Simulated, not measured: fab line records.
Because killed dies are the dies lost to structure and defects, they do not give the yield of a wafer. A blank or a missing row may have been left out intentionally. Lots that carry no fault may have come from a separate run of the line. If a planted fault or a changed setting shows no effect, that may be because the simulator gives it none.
Split-lot trial    flow berkeley_cmos170    route with 331 steps; 5 lots, 27 wafers read

== SPLIT DETAILS ==
At UCB170_ACTIVE_ETCH_15 (etches Si3N4 in CH3F/Ar/O2, stops on SiO2, target depth 242 nm, time 151 s), the setting time_s was moved away from the recipe's 151 s on 12 of the 27 wafers read, by -57.3% to +56.3%. All remaining wafers had this setting at the recipe value.

Reading taken at the split's own step.

== THE READING ==
oes_product_au, in a.u., at UCB170_ACTIVE_ETCH_15 (etches Si3N4 in CH3F/Ar/O2, stops on SiO2, target depth 242 nm, time 151 s). Typical for fault-free wafers on this fab line: 0.935 a.u., with standard deviation 0.012 a.u.

wafer   tool, chamber at the split  time_s as run, s  against the recipe  oes_product_au, a.u.  against lot-mates on the recipe
L074.1  rie_diel-02, 3              173.9             +15.2%              0.912                 -0.008
L074.2  rie_diel-02, 0              151               recipe              0.917                 -
L074.3  rie_diel-02, 1              151               recipe              0.932                 -
L074.4  rie_diel-02, 2              173.9             +15.2%              0.890                 -0.030
L074.5  rie_diel-02, 2              151               recipe              0.912                 -
L074.6  rie_diel-02, 3              173.9             +15.2%              0.912                 -0.008
L075.1  rie_diel-03, 1              151               recipe              0.949                 -
L075.2  rie_diel-03, 0              151               recipe              0.943                 -
L075.6  rie_diel-03, 0              151               recipe              0.938                 -
L076.1  rie_diel-03, 0              151               recipe              0.929                 -
L076.2  rie_diel-03, 2              64.44             -57.3%              1.013                 +0.082
L076.3  rie_diel-03, 1              64.44             -57.3%              0.999                 +0.068
L076.4  rie_diel-03, 1              64.44             -57.3%              1.008                 +0.077
L076.5  rie_diel-03, 0              151               recipe              0.927                 -
L076.6  rie_diel-03, 2              151               recipe              0.938                 -
L085.1  rie_diel-02, 3              86.8              -42.5%              0.996                 +0.075
L085.2  rie_diel-02, 2              151               recipe              0.911                 -
L085.3  rie_diel-02, 0              86.8              -42.5%              1.002                 +0.081
L085.4  rie_diel-02, 1              151               recipe              0.930                 -
L085.5  rie_diel-02, 1              86.8              -42.5%              0.984                 +0.063
L085.6  rie_diel-02, 2              151               recipe              0.921                 -
L083.1  rie_diel-04, 3              151               recipe              0.932                 -
L083.2  rie_diel-04, 1              236               +56.3%              0.906                 -0.031
L083.3  rie_diel-04, 2              151               recipe              0.937                 -
L083.4  rie_diel-04, 0              236               +56.3%              0.917                 -0.020
L083.5  rie_diel-04, 1              236               +56.3%              0.908                 -0.029
L083.6  rie_diel-04, 2              151               recipe              0.942                 -

THE FIT
A straight line over all 27 wafers: oes_product_au changes by -0.000987 a.u. for each +1% of time_s; r = -0.87; the points scatter about the line by 0.018 a.u.
The same after taking each lot's own level away (the mean of its wafers on the recipe; 27 wafers): -0.00105 a.u. for each +1%; r = -0.91; scatter 0.015 a.u.
The reading moves by 0.06 a.u. for the largest change in time_s, on that fit.
The span of the lots' own levels, 0.9203 to 0.9433 a.u., comes to 1.9 times the standard deviation stated above.
Consequently the slope shifts little with the lot-to-lot level, the two slopes agreeing.
Check: for one of the wafers moved furthest among these (-57.3%), held out of the fit, the line's prediction against its lot-mates is +0.0665 a.u. Against them it came out at +0.0817 a.u.
Tool readings at the split's step, against how far the setting was moved: oes_product_au r = -0.87.

== OTHER SPLITS APPLIED TO THESE WAFERS ==
Before the reading, these wafers also passed through other splits. Each is held against what the fit with the lots' levels taken away leaves over:
other split on the same wafers       wafers away from the commonest value  r with oes_product_au (lot level and that fit taken away)
UCB170_NWELL_ETCH_13 target_depth_a  12                                    -0.14
UCB170_PWELL_OXIDATION_02 ox_time_s  18                                    +0.33

== THE WHOLE CHAIN: every reading that the file lists as answering this split, in the file's order ==
step                    what it does                                                                reading                                                                              change (the file's fit)                                                               r (the file's)
UCB170_ACTIVE_ETCH_15   etches Si3N4 in CH3F/Ar/O2, stops on SiO2, target depth 242 nm, time 151 s  oes_product_au                                                                       -0.00108 a.u. for each +1% of the setting                                             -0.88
UCB170_ACTIVE_ETCH_15   etches Si3N4 in CH3F/Ar/O2, stops on SiO2, target depth 242 nm, time 151 s  etch.depth_nm (the simulator's own value, which no gauge read)                       not straight: 103.8 at the lowest setting, 221.1 at the recipe, 225.5 at the highest  not given
UCB170_ACTIVE_ETCH_15   etches Si3N4 in CH3F/Ar/O2, stops on SiO2, target depth 242 nm, time 151 s  KrF_of_ACTIVE_COAT_08.thk_nm (the simulator's own value, which no gauge read)        -1.63 nm for each +1% of the setting                                                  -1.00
UCB170_ACTIVE_ETCH_15   etches Si3N4 in CH3F/Ar/O2, stops on SiO2, target depth 242 nm, time 151 s  SiO2_of_ACTIVE_OXIDATION_02.thk_nm (the simulator's own value, which no gauge read)  not straight: 24.91 at the lowest setting, 21.79 at the recipe, 0 at the highest      not given
UCB170_ACTIVE_STRIP_16  strips in O2                                                                strip_time_to_endpoint_s                                                             withheld for each +1% of the setting                                                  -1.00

== FILE'S OWN FIT ==
oes_product_au changes by -0.00108 a.u. for each +1% of time_s, r = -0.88.
